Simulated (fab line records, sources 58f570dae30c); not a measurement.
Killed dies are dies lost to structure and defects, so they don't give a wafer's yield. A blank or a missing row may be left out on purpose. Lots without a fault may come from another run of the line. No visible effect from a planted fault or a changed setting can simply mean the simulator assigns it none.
fab line records ; flow berkeleyCmos170 ; part 1 of 2: steps 1 to 26 of 37
[record] lots = 5; wafers = 15; lastDay = 12
route steps=331 shown SPACER@174 PSD@175 NSD@187 BACKSIDE@199 SDANNEAL@204 PLDD@208 NLDD@209 SILICIDE@210
lots with no fault: from the same line, run without faults
startH: hours from the record's first day to the start of the lot's first wafer shown ; waitH: hours from the lot's prior step to this one ; " repeats the value in the row above ; L1.1+2: several wafers, shown together as one row ; - no value, or no start given ; * or withheld: withheld ; < > ~ a bound
route shown NAME@n: NAME is a module with steps in the file, n the number in the route of the first one ; usual: mean and standard deviation over wafers with no fault ; same: alike in all rows ; chamber/n: place in a boat ; sites: readings site by site ; _std_site: the values' standard deviation ; _edge_site: inner sites' mean taken away from outer sites' mean ; radiusMm: for every site, how far away it sits from the centre of the wafer ; mask NAME#n: copy n ; behind: the most recent tool/chamber to have shaped the wafer ; hold: why the lot was held/for how many hours/how that ended ; device: which transistor (n, p or np) failed to switch ; end of line: tests of these same wafers at the route's end ; a step without rows: its recipe alone ; killed: count of dies lost to structure and defects at first sort (not the wafer's yield) ; map: the dies of a wafer, with x for killed, . for not killed, _ for no die there
set.NAME: the setting the step ran with; set.NAME@STEP: the setting that earlier step ran with ; model.NAME: the simulator's own value behind a step, which no gauge read
certain route steps with their lots: each step a table, each wafer a row
services: from which hour (startH, from the record's first day; less than 0 if before it) a tool's chamber was out of use, for how many hours, and why
[[steps]]
[step UCB170_SPACER_ETCHBACK_03]
[recipe] stopOn = Si; target = SiO2; chemistry = CHF3/CF4/Ar; CHF3_flow_sccm = 50; cf4FlowSccm = 10; Ar_flow_sccm = 120; pressureMtorr = 200; rfW = 500; targetDepthA = 3760; timeS = 100
[usual] drypumpMotorCurrentA = 5.8/0.43; oesProductAu = 0.903/0.013; throttleValvePct = 6.48/0.12
lot.wafer;tool;chamber;startH;waitH;drypumpMotorCurrentA;oesProductAu;rfHoursCounterH;throttleValvePct
L076.1;rieDiel-01;1;151.47;0.0;6.2;0.888;122;6.68
L076.3;rieDiel-01;2;151.47;0.0;6.2;0.890;8;6.50
L076.4;rieDiel-01;1;151.47;0.0;6.2;0.881;-;6.68
L081.4;rieDiel-04;0;189.75;0.1;6.2;0.906;-;6.56
L081.5;rieDiel-04;2;189.75;0.1;5.9;0.916;-;6.53
L081.6;rieDiel-04;3;189.75;0.1;6.2;0.899;-;6.35
L085.1;rieDiel-04;0;224.48;0.0;6.2;0.899;8;6.54
L085.2;rieDiel-04;3;224.48;0.0;6.3;0.907;15;6.35
L085.3;rieDiel-04;2;224.48;0.0;5.9;0.919;22;6.52
L086.3;rieDiel-02;2;224.55;0.1;5.4;0.895;58;6.51
L086.5;rieDiel-02;1;224.55;0.1;6.2;0.899;-;6.54
L086.6;rieDiel-02;2;224.55;0.1;5.4;0.921;-;6.51
L090.2;rieDiel-01;1;250.11;0.0;6.2;0.891;125;6.66
L090.3;rieDiel-01;2;250.11;0.0;6.2;0.904;12;6.52
L090.4;rieDiel-01;0;250.11;0.0;5.7;0.906;3;6.33
[step UCB170_PSD_HMDS_00]
[recipe] primeTimeS = 60; primeTempC = 100
[usual] resistLineTempC = 22.98/0.1
lot.wafer;tool;chamber;startH;waitH;resistLineTempC
L076.1;lithoTrack-03;0;151.55;0.0;22.94
L076.3;lithoTrack-03;0;151.55;0.0;22.94
L076.4;lithoTrack-03;0;151.55;0.0;22.97
L081.4;lithoTrack-04;0;190.24;0.5;22.82
L081.5;lithoTrack-04;0;190.24;0.5;22.81
L081.6;lithoTrack-04;0;190.24;0.5;22.87
L085.1;lithoTrack-04;0;224.85;0.3;23.01
L085.2;lithoTrack-04;0;224.85;0.3;22.91
L085.3;lithoTrack-04;0;224.85;0.3;23.02
L086.3;lithoTrack-03;0;225.05;0.5;22.82
L086.5;lithoTrack-03;0;225.05;0.5;23.13
L086.6;lithoTrack-03;0;225.05;0.5;23.06
L090.2;lithoTrack-02;0;250.20;0.1;22.83
L090.3;lithoTrack-02;0;250.20;0.1;22.99
L090.4;lithoTrack-02;0;250.20;0.1;22.92
[step UCB170_PSD_COAT_01]
[recipe] resist = KrF; spinRpm = 1500; resistThkNm = 900
[usual] resistLineTempC = 22.99/0.1
lot.wafer;tool;chamber;startH;waitH;resistLineTempC
L076.1;lithoTrack-03;0;151.70;0.1;23.16
L076.3;lithoTrack-03;0;151.70;0.1;23.08
L076.4;lithoTrack-03;0;151.70;0.1;23.09
L081.4;lithoTrack-04;0;190.39;0.1;22.87
L081.5;lithoTrack-04;0;190.39;0.1;22.82
L081.6;lithoTrack-04;0;190.39;0.1;23.00
L085.1;lithoTrack-04;0;225.00;0.1;23.01
L085.2;lithoTrack-04;0;225.00;0.1;22.99
L085.3;lithoTrack-04;0;225.00;0.1;22.95
L086.3;lithoTrack-03;0;225.20;0.1;23.01
L086.5;lithoTrack-03;0;225.20;0.1;23.07
L086.6;lithoTrack-03;0;225.20;0.1;23.05
L090.2;lithoTrack-02;0;250.35;0.1;23.14
L090.3;lithoTrack-02;0;250.35;0.1;23.01
L090.4;lithoTrack-02;0;250.35;0.1;23.10
[step UCB170_PSD_SOFTBAKE_02]
[recipe] resist = KrF; tempC = 130; timeS = 60
[usual] resistLineTempC = 22.97/0.11
lot.wafer;tool;chamber;startH;waitH;resistLineTempC
L076.1;lithoTrack-03;0;151.85;0.1;23.13
L076.3;lithoTrack-03;0;151.85;0.1;23.07
L076.4;lithoTrack-03;0;151.85;0.1;22.95
L081.4;lithoTrack-04;0;190.54;0.1;22.94
L081.5;lithoTrack-04;0;190.54;0.1;22.86
L081.6;lithoTrack-04;0;190.54;0.1;22.94
L085.1;lithoTrack-04;0;225.15;0.1;22.98
L085.2;lithoTrack-04;0;225.15;0.1;23.05
L085.3;lithoTrack-04;0;225.15;0.1;22.98
L086.3;lithoTrack-03;0;225.35;0.1;23.15
L086.5;lithoTrack-03;0;225.35;0.1;23.00
L086.6;lithoTrack-03;0;225.35;0.1;23.04
L090.2;lithoTrack-02;0;250.50;0.1;23.05
L090.3;lithoTrack-02;0;250.50;0.1;23.03
L090.4;lithoTrack-02;0;250.50;0.1;22.86
[step UCB170_PSD_EXPOSE_03]
[recipe] maskId = PSELECT_MOD; na = 0.5; sigmaOuter = 0.6; sourceShape = conventional; targetCdNm = 1200; doseMj = 30
lot.wafer;tool;chamber;startH;waitH;mask
L076.1+3+4;krfScanner-01;0;152.03;0.2;PSELECT_MOD#0
L081.4+5+6;krfScanner-01;0;190.82;0.3;PSELECT_MOD#0
L085.1+2+3;krfScanner-01;0;225.42;0.2;PSELECT_MOD#0
L086.3+5+6;krfScanner-02;0;225.82;0.4;PSELECT_MOD#0
L090.2+3+4;krfScanner-01;0;250.86;0.3;PSELECT_MOD#0
[step UCB170_PSD_PEB_04]
[recipe] pebTempC = 130; pebTimeS = withheld; resist = KrF
[usual] resistLineTempC = 23.00/0.093
lot.wafer;tool;chamber;startH;waitH;resistLineTempC
L076.1;lithoTrack-02;0;152.65;0.6;22.94
L076.3;lithoTrack-02;0;152.65;0.6;23.01
L076.4;lithoTrack-02;0;152.65;0.6;22.99
L081.4;lithoTrack-03;0;190.96;0.1;22.95
L081.5;lithoTrack-03;0;190.96;0.1;23.03
L081.6;lithoTrack-03;0;190.96;0.1;22.92
L085.1;lithoTrack-03;0;225.54;0.1;22.93
L085.2;lithoTrack-03;0;225.54;0.1;23.03
L085.3;lithoTrack-03;0;225.54;0.1;23.04
L086.3;lithoTrack-04;0;225.95;0.1;23.02
L086.5;lithoTrack-04;0;225.95;0.1;22.93
L086.6;lithoTrack-04;0;225.95;0.1;22.84
L090.2;lithoTrack-04;0;251.59;0.7;23.04
L090.3;lithoTrack-04;0;251.59;0.7;23.00
L090.4;lithoTrack-04;0;251.59;0.7;23.10
[step UCB170_PSD_DEVELOP_05]
[recipe] developer = TMAH; developTimeS = 45; resist = KrF; devTempC = 21
[usual] resistLineTempC = 23.00/0.12
lot.wafer;tool;chamber;startH;waitH;resistLineTempC
L076.1;lithoTrack-02;0;-;-;23.26
L076.3;lithoTrack-02;0;-;-;23.11
L076.4;lithoTrack-02;0;-;-;23.09
L081.4;lithoTrack-03;0;-;-;23.00
L081.5;lithoTrack-03;0;-;-;22.88
L081.6;lithoTrack-03;0;-;-;22.93
L085.1;lithoTrack-03;0;-;-;23.08
L085.2;lithoTrack-03;0;-;-;23.08
L085.3;lithoTrack-03;0;-;-;23.10
L086.3;lithoTrack-04;0;-;-;23.01
L086.5;lithoTrack-04;0;-;-;23.05
L086.6;lithoTrack-04;0;-;-;23.14
L090.2;lithoTrack-04;0;-;-;22.87
L090.3;lithoTrack-04;0;-;-;23.04
L090.4;lithoTrack-04;0;-;-;23.04
[step UCB170_PSD_CD_MEAS_06]
[recipe] targetCdNm = 1200
[usual] cdNm = 1199.6/1.4
lot.wafer;tool;chamber;startH;waitH;cdNm
L076.1;cdSem-02;-;152.92;-;1198.5
L076.3;cdSem-02;-;152.92;-;1199.0
L076.4;cdSem-02;-;152.92;-;1200.6
L081.4;cdSem-02;-;191.22;-;1200.6
L081.5;cdSem-02;-;191.22;-;1198.2
L081.6;cdSem-02;-;191.22;-;1200.1
L085.1;cdSem-01;-;225.81;-;1202.8
L085.2;cdSem-01;-;225.81;-;1203.9
L085.3;cdSem-01;-;225.81;-;1203.4
L086.3;cdSem-01;-;226.21;-;1199.0
L086.5;cdSem-01;-;226.21;-;1199.2
L086.6;cdSem-01;-;226.21;-;1198.4
L090.2;cdSem-02;-;251.86;-;1199.1
L090.3;cdSem-02;-;251.86;-;1198.1
L090.4;cdSem-02;-;251.86;-;1198.5
[step UCB170_PSD_OVL_MEAS_07]
[usual] PSD_OVL = 3/7.6
lot.wafer;tool;chamber;startH;waitH;PSD_OVL[nm]
L076.1;overlay-02;-;153.04;0.1;0
L076.3;overlay-02;-;153.04;0.1;2
L076.4;overlay-02;-;153.04;0.1;1
L081.4;overlay-02;-;191.29;0.1;0
L081.5;overlay-02;-;191.29;0.1;2
L081.6;overlay-02;-;191.29;0.1;4
L085.1;overlay-02;-;225.93;0.1;-4
L085.2;overlay-02;-;225.93;0.1;-6
L085.3;overlay-02;-;225.93;0.1;-8
L086.3;overlay-02;-;226.30;0.1;-2
L086.5;overlay-02;-;226.30;0.1;-1
L086.6;overlay-02;-;226.30;0.1;6
L090.2;overlay-02;-;251.96;0.1;4
L090.3;overlay-02;-;251.96;0.1;6
L090.4;overlay-02;-;251.96;0.1;-3
[step UCB170_PSD_IMPLANT_08]
[recipe] species = B; doseCm2 = 3e+15; energyKev = 20; tiltDeg = 7
[usual] endStationPressureTorr = 1.25e-05/6.2e-07
lot.wafer;tool;chamber;startH;waitH;endStationPressureTorr
L076.1;implanter-03;0;153.08;0.0;1.29e-05
L076.3;implanter-03;0;153.08;0.0;1.2e-05
L076.4;implanter-03;0;153.08;0.0;1.25e-05
L081.4;implanter-04;0;191.39;0.1;1.28e-05
L081.5;implanter-04;0;191.39;0.1;1.22e-05
L081.6;implanter-04;0;191.39;0.1;1.14e-05
L085.1;implanter-03;0;225.97;0.0;1.14e-05
L085.2;implanter-03;0;225.97;0.0;1.23e-05
L085.3;implanter-03;0;225.97;0.0;1.3e-05
L086.3;implanter-04;0;226.38;0.1;1.26e-05
L086.5;implanter-04;0;226.38;0.1;1.37e-05
L086.6;implanter-04;0;226.38;0.1;1.23e-05
L090.2;implanter-03;0;252.02;0.0;1.35e-05
L090.3;implanter-03;0;252.02;0.0;1.3e-05
L090.4;implanter-03;0;252.02;0.0;1.16e-05
[step UCB170_PSD_STRIP_09]
[recipe] chemistry = O2; powerW = 400; pressureMtorr = 3500; platenTempC = withheld; o2FlowSccm = 400; overashFraction = 0.5
[usual] drypumpMotorCurrentA = 5.5/0.33; oesProductAu = 0.600/0.0046; stripTimeToEndpointS = 29.39/0.068
[same] overashFraction = 0.5
lot.wafer;tool;chamber;startH;waitH;drypumpMotorCurrentA;oesProductAu;rfHoursCounterH;stripTimeToEndpointS
L076.1;plasmaAsher-01;1;153.23;0.1;5.1;0.600;4;29.45
L076.3;plasmaAsher-01;0;153.23;0.1;5.5;0.602;-;29.43
L076.4;plasmaAsher-01;1;153.23;0.1;5.1;0.605;-;29.47
L081.4;plasmaAsher-01;1;191.49;0.1;5.1;0.596;-;29.36
L081.5;plasmaAsher-01;0;191.49;0.1;5.6;0.605;-;29.35
L081.6;plasmaAsher-01;1;191.49;0.1;5.1;0.600;-;29.43
L085.1;plasmaAsher-01;0;226.12;0.1;5.5;0.601;12;29.26
L085.2;plasmaAsher-01;1;226.12;0.1;5.1;0.603;12;29.29
L085.3;plasmaAsher-01;1;226.12;0.1;5.1;0.593;-;29.30
L086.3;plasmaAsher-03;1;226.51;0.1;5.9;0.595;-;29.34
L086.5;plasmaAsher-03;0;226.51;0.1;5.2;0.598;-;29.26
L086.6;plasmaAsher-03;1;226.51;0.1;5.9;0.599;-;29.39
L090.2;plasmaAsher-03;1;252.14;0.1;6.0;0.591;52;29.38
L090.3;plasmaAsher-03;0;252.14;0.1;5.2;0.601;-;29.34
L090.4;plasmaAsher-03;1;252.14;0.1;5.9;0.600;-;29.33
[step UCB170_PSD_TW_MEAS_10]
[usual] PSD_TW = 2319/15
lot.wafer;tool;chamber;startH;waitH;PSD_TW
L076.1;filmMetro-01;-;153.33;0.1;2329
L076.3;filmMetro-01;-;153.33;0.1;2316
L076.4;filmMetro-01;-;153.33;0.1;2322
L081.4;filmMetro-03;-;191.59;0.1;2319
L081.5;filmMetro-03;-;191.59;0.1;2321
L081.6;filmMetro-03;-;191.59;0.1;2325
L085.1;filmMetro-01;-;226.22;0.1;2313
L085.2;filmMetro-01;-;226.22;0.1;2303
L085.3;filmMetro-01;-;226.22;0.1;2314
L086.3;filmMetro-01;-;226.60;0.1;2311
L086.5;filmMetro-01;-;226.60;0.1;2316
L086.6;filmMetro-01;-;226.60;0.1;2300
L090.2;filmMetro-03;-;252.25;0.1;2325
L090.3;filmMetro-03;-;252.25;0.1;2322
L090.4;filmMetro-03;-;252.25;0.1;2326
[step UCB170_PSD_CLEAN_11]
[recipe] chemistry = SPM; tempC = 120; timeS = 600
lot.wafer;tool;chamber;startH;waitH
L076.1+3+4;wetBench-01;3;153.39;0.1
L081.4+5+6;wetBench-01;3;193.67;2.1
L085.1+2+3;wetBench-02;3;226.28;0.1
L086.3+5+6;wetBench-02;0;226.64;0.0
L090.2+3+4;wetBench-02;2;252.30;0.0
[step UCB170_NSD_HMDS_00]
[recipe] primeTimeS = 60; primeTempC = 100
[usual] resistLineTempC = 23.00/0.1
lot.wafer;tool;chamber;startH;waitH;resistLineTempC
L076.1;lithoTrack-03;0;153.90;0.3;22.94
L076.3;lithoTrack-03;0;153.90;0.3;23.12
L076.4;lithoTrack-03;0;153.90;0.3;23.06
L081.4;lithoTrack-02;0;194.37;0.5;23.08
L081.5;lithoTrack-02;0;194.37;0.5;22.97
L081.6;lithoTrack-02;0;194.37;0.5;22.95
L085.1;lithoTrack-03;0;226.45;0.0;23.04
L085.2;lithoTrack-03;0;226.45;0.0;22.84
L085.3;lithoTrack-03;0;226.45;0.0;22.93
L086.3;lithoTrack-03;0;226.95;0.1;23.11
L086.5;lithoTrack-03;0;226.95;0.1;23.09
L086.6;lithoTrack-03;0;226.95;0.1;23.05
L090.2;lithoTrack-01;0;252.81;0.3;23.15
L090.3;lithoTrack-01;0;252.81;0.3;22.98
L090.4;lithoTrack-01;0;252.81;0.3;22.97
[step UCB170_NSD_COAT_01]
[recipe] resist = KrF; spinRpm = 1500; resistThkNm = 900
[usual] resistLineTempC = 22.98/0.11
lot.wafer;tool;chamber;startH;waitH;resistLineTempC
L076.1;lithoTrack-03;0;154.05;0.1;23.00
L076.3;lithoTrack-03;0;154.05;0.1;22.96
L076.4;lithoTrack-03;0;154.05;0.1;23.00
L081.4;lithoTrack-02;0;194.52;0.1;22.95
L081.5;lithoTrack-02;0;194.52;0.1;22.88
L081.6;lithoTrack-02;0;194.52;0.1;23.00
L085.1;lithoTrack-03;0;226.60;0.1;22.87
L085.2;lithoTrack-03;0;226.60;0.1;22.86
L085.3;lithoTrack-03;0;226.60;0.1;23.02
L086.3;lithoTrack-03;0;227.10;0.1;23.10
L086.5;lithoTrack-03;0;227.10;0.1;22.92
L086.6;lithoTrack-03;0;227.10;0.1;22.94
L090.2;lithoTrack-01;0;252.96;0.1;23.06
L090.3;lithoTrack-01;0;252.96;0.1;22.93
L090.4;lithoTrack-01;0;252.96;0.1;22.96
[step UCB170_NSD_SOFTBAKE_02]
[recipe] resist = KrF; tempC = 130; timeS = 60
[usual] resistLineTempC = 23.02/0.11
lot.wafer;tool;chamber;startH;waitH;resistLineTempC
L076.1;lithoTrack-03;0;154.20;0.1;22.94
L076.3;lithoTrack-03;0;154.20;0.1;22.98
L076.4;lithoTrack-03;0;154.20;0.1;23.23
L081.4;lithoTrack-02;0;194.67;0.1;22.99
L081.5;lithoTrack-02;0;194.67;0.1;23.02
L081.6;lithoTrack-02;0;194.67;0.1;22.96
L085.1;lithoTrack-03;0;226.75;0.1;23.03
L085.2;lithoTrack-03;0;226.75;0.1;23.24
L085.3;lithoTrack-03;0;226.75;0.1;23.12
L086.3;lithoTrack-03;0;227.25;0.1;23.21
L086.5;lithoTrack-03;0;227.25;0.1;23.12
L086.6;lithoTrack-03;0;227.25;0.1;23.15
L090.2;lithoTrack-01;0;253.11;0.1;23.09
L090.3;lithoTrack-01;0;253.11;0.1;23.02
L090.4;lithoTrack-01;0;253.11;0.1;23.08
[step UCB170_NSD_EXPOSE_03]
[recipe] maskId = NSELECT_MOD; na = 0.5; sigmaOuter = 0.6; sourceShape = conventional; targetCdNm = 1200; doseMj = 30
lot.wafer;tool;chamber;startH;waitH;mask
L076.1+3+4;krfScanner-01;0;154.35;0.1;NSELECT_MOD#0
L081.4+5+6;krfScanner-01;0;194.93;0.2;NSELECT_MOD#0
L085.1+2+3;krfScanner-02;0;227.03;0.2;NSELECT_MOD#0
L086.3+5+6;krfScanner-02;0;227.55;0.3;NSELECT_MOD#0
L090.2+3+4;krfScanner-01;0;253.25;0.1;NSELECT_MOD#0
[step UCB170_NSD_PEB_04]
[recipe] pebTempC = 130; pebTimeS = withheld; resist = KrF
[usual] resistLineTempC = 22.99/0.11
lot.wafer;tool;chamber;startH;waitH;resistLineTempC
L076.1;lithoTrack-03;0;154.80;0.4;22.84
L076.3;lithoTrack-03;0;154.80;0.4;22.94
L076.4;lithoTrack-03;0;154.80;0.4;22.73
L081.4;lithoTrack-02;0;195.72;0.8;23.13
L081.5;lithoTrack-02;0;195.72;0.8;23.18
L081.6;lithoTrack-02;0;195.72;0.8;23.13
L085.1;lithoTrack-02;0;227.15;0.1;23.13
L085.2;lithoTrack-02;0;227.15;0.1;22.99
L085.3;lithoTrack-02;0;227.15;0.1;23.10
L086.3;lithoTrack-01;0;227.71;0.1;22.93
L086.5;lithoTrack-01;0;227.71;0.1;22.85
L086.6;lithoTrack-01;0;227.71;0.1;22.85
L090.2;lithoTrack-03;0;253.82;0.6;22.94
L090.3;lithoTrack-03;0;253.82;0.6;23.01
L090.4;lithoTrack-03;0;253.82;0.6;22.85
[step UCB170_NSD_DEVELOP_05]
[recipe] developer = TMAH; developTimeS = 45; resist = KrF; devTempC = 21
[usual] resistLineTempC = 22.99/0.1
lot.wafer;tool;chamber;startH;waitH;resistLineTempC
L076.1;lithoTrack-03;0;-;-;23.05
L076.3;lithoTrack-03;0;-;-;22.95
L076.4;lithoTrack-03;0;-;-;22.88
L081.4;lithoTrack-02;0;-;-;22.97
L081.5;lithoTrack-02;0;-;-;23.17
L081.6;lithoTrack-02;0;-;-;23.10
L085.1;lithoTrack-02;0;-;-;23.13
L085.2;lithoTrack-02;0;-;-;23.11
L085.3;lithoTrack-02;0;-;-;23.03
L086.3;lithoTrack-01;0;-;-;23.14
L086.5;lithoTrack-01;0;-;-;23.02
L086.6;lithoTrack-01;0;-;-;22.91
L090.2;lithoTrack-03;0;-;-;22.92
L090.3;lithoTrack-03;0;-;-;22.92
L090.4;lithoTrack-03;0;-;-;22.95
[step UCB170_NSD_CD_MEAS_06]
[recipe] targetCdNm = 1200
[usual] cdNm = 1199.9/1.2
lot.wafer;tool;chamber;startH;waitH;cdNm
L076.1;cdSem-02;-;155.07;-;1199.5
L076.3;cdSem-02;-;155.07;-;1199.4
L076.4;cdSem-02;-;155.07;-;1200.0
L081.4;cdSem-02;-;195.98;-;1200.3
L081.5;cdSem-02;-;195.98;-;1200.6
L081.6;cdSem-02;-;195.98;-;1199.7
L085.1;cdSem-01;-;227.42;-;1199.6
L085.2;cdSem-01;-;227.42;-;1199.2
L085.3;cdSem-01;-;227.42;-;1198.7
L086.3;cdSem-01;-;227.98;-;1200.2
L086.5;cdSem-01;-;227.98;-;1199.9
L086.6;cdSem-01;-;227.98;-;1202.5
L090.2;cdSem-02;-;254.09;-;1199.1
L090.3;cdSem-02;-;254.09;-;1199.7
L090.4;cdSem-02;-;254.09;-;1198.3
[step UCB170_NSD_OVL_MEAS_07]
[usual] NSD_OVL = -1/5.5
lot.wafer;tool;chamber;startH;waitH;NSD_OVL[nm]
L076.1;overlay-02;-;155.19;0.1;-2
L076.3;overlay-02;-;155.19;0.1;0
L076.4;overlay-02;-;155.19;0.1;-4
L081.4;overlay-02;-;196.05;0.1;-8
L081.5;overlay-02;-;196.05;0.1;-4
L081.6;overlay-02;-;196.05;0.1;-5
L085.1;overlay-02;-;227.54;0.1;8
L085.2;overlay-02;-;227.54;0.1;2
L085.3;overlay-02;-;227.54;0.1;6
L086.3;overlay-02;-;228.07;0.1;1
L086.5;overlay-02;-;228.07;0.1;-2
L086.6;overlay-02;-;228.07;0.1;4
L090.2;overlay-01;-;254.20;0.1;-5
L090.3;overlay-01;-;254.20;0.1;-16
L090.4;overlay-01;-;254.20;0.1;-9
[step UCB170_NSD_IMPLANT_08]
[recipe] species = P; doseCm2 = 3e+15; energyKev = 40; tiltDeg = 7
[usual] endStationPressureTorr = 1.26e-05/6e-07
lot.wafer;tool;chamber;startH;waitH;endStationPressureTorr
L076.1;implanter-02;0;155.23;0.0;1.19e-05
L076.3;implanter-02;0;155.23;0.0;1.31e-05
L076.4;implanter-02;0;155.23;0.0;1.2e-05
L081.4;implanter-02;0;196.15;0.1;1.09e-05
L081.5;implanter-02;0;196.15;0.1;1.21e-05
L081.6;implanter-02;0;196.15;0.1;1.27e-05
L085.1;implanter-01;0;227.58;0.0;1.22e-05
L085.2;implanter-01;0;227.58;0.0;1.24e-05
L085.3;implanter-01;0;227.58;0.0;1.28e-05
L086.3;implanter-02;0;228.14;0.1;1.33e-05
L086.5;implanter-02;0;228.14;0.1;1.24e-05
L086.6;implanter-02;0;228.14;0.1;1.14e-05
L090.2;implanter-01;0;254.25;0.0;1.27e-05
L090.3;implanter-01;0;254.25;0.0;1.37e-05
L090.4;implanter-01;0;254.25;0.0;1.25e-05
[step UCB170_NSD_STRIP_09]
[recipe] chemistry = O2; powerW = 400; pressureMtorr = 3500; platenTempC = withheld; o2FlowSccm = 400; overashFraction = 0.5
[usual] drypumpMotorCurrentA = 5.8/0.36; oesProductAu = 0.534/0.0042; stripTimeToEndpointS = 35.84/0.062
[same] overashFraction = 0.5
lot.wafer;tool;chamber;startH;waitH;drypumpMotorCurrentA;oesProductAu;rfHoursCounterH;stripTimeToEndpointS
L076.1;plasmaAsher-02;1;155.38;0.1;6.2;0.532;37;35.81
L076.3;plasmaAsher-02;1;155.38;0.1;6.2;0.535;-;35.84
L076.4;plasmaAsher-02;0;155.38;0.1;5.5;0.534;-;35.81
L081.4;plasmaAsher-02;1;196.26;0.1;6.2;0.533;-;35.70
L081.5;plasmaAsher-02;1;196.26;0.1;6.2;0.536;-;35.75
L081.6;plasmaAsher-02;0;196.26;0.1;5.5;0.538;-;35.83
L085.1;plasmaAsher-04;1;227.73;0.1;5.6;0.532;51;35.80
L085.2;plasmaAsher-04;0;227.73;0.1;6.1;0.533;51;35.82
L085.3;plasmaAsher-04;0;227.73;0.1;6.0;0.544;-;35.77
L086.3;plasmaAsher-02;0;228.28;0.1;5.5;0.531;-;35.80
L086.5;plasmaAsher-02;1;228.28;0.1;6.2;0.535;-;35.87
L086.6;plasmaAsher-02;0;228.28;0.1;5.5;0.538;-;35.80
L090.2;plasmaAsher-02;0;254.38;0.1;5.5;0.542;47;35.82
L090.3;plasmaAsher-02;0;254.38;0.1;5.5;0.535;-;35.85
L090.4;plasmaAsher-02;1;254.38;0.1;6.2;0.545;-;35.88
[step UCB170_NSD_TW_MEAS_10]
[usual] NSD_TW = 4180/27
lot.wafer;tool;chamber;startH;waitH;NSD_TW
L076.1;filmMetro-03;-;155.48;0.1;4176
L076.3;filmMetro-03;-;155.48;0.1;4168
L076.4;filmMetro-03;-;155.48;0.1;4159
L081.4;filmMetro-03;-;196.35;0.1;4180
L081.5;filmMetro-03;-;196.35;0.1;4168
L081.6;filmMetro-03;-;196.35;0.1;4208
L085.1;filmMetro-01;-;227.83;0.1;4168
L085.2;filmMetro-01;-;227.83;0.1;4157
L085.3;filmMetro-01;-;227.83;0.1;4150
L086.3;filmMetro-01;-;228.36;0.1;4170
L086.5;filmMetro-01;-;228.36;0.1;4170
L086.6;filmMetro-01;-;228.36;0.1;4179
L090.2;filmMetro-03;-;254.49;0.1;4171
L090.3;filmMetro-03;-;254.49;0.1;4197
L090.4;filmMetro-03;-;254.49;0.1;4160
[step UCB170_NSD_CLEAN_11]
[recipe] chemistry = SPM; tempC = 120; timeS = 600
lot.wafer;tool;chamber;startH;waitH
L076.1+3+4;wetBench-04;0;155.54;0.1
L081.4+5+6;wetBench-04;0;196.41;0.1
L085.1+2+3;wetBench-02;2;227.89;0.1
L086.3+5+6;wetBench-01;3;228.40;0.0
L090.2+3+4;wetBench-04;3;254.54;0.0
[step UCB170_BACKSIDE_HMDS_00]
[recipe] primeTimeS = 60; primeTempC = 100
[usual] resistLineTempC = 23.01/0.1
lot.wafer;tool;chamber;startH;waitH;resistLineTempC
L076.1;lithoTrack-02;0;155.71;0.0;22.97
L076.3;lithoTrack-02;0;155.71;0.0;23.02
L076.4;lithoTrack-02;0;155.71;0.0;23.08
L081.4;lithoTrack-01;0;196.66;0.1;23.04
L081.5;lithoTrack-01;0;196.66;0.1;22.90
L081.6;lithoTrack-01;0;196.66;0.1;22.89
L085.1;lithoTrack-01;0;228.06;0.0;22.89
L085.2;lithoTrack-01;0;228.06;0.0;22.94
L085.3;lithoTrack-01;0;228.06;0.0;22.88
L086.3;lithoTrack-01;0;228.63;0.1;23.09
L086.5;lithoTrack-01;0;228.63;0.1;22.94
L086.6;lithoTrack-01;0;228.63;0.1;22.84
L090.2;lithoTrack-02;0;254.94;0.0;22.92
L090.3;lithoTrack-02;0;254.94;0.0;22.93
L090.4;lithoTrack-02;0;254.94;0.0;22.82
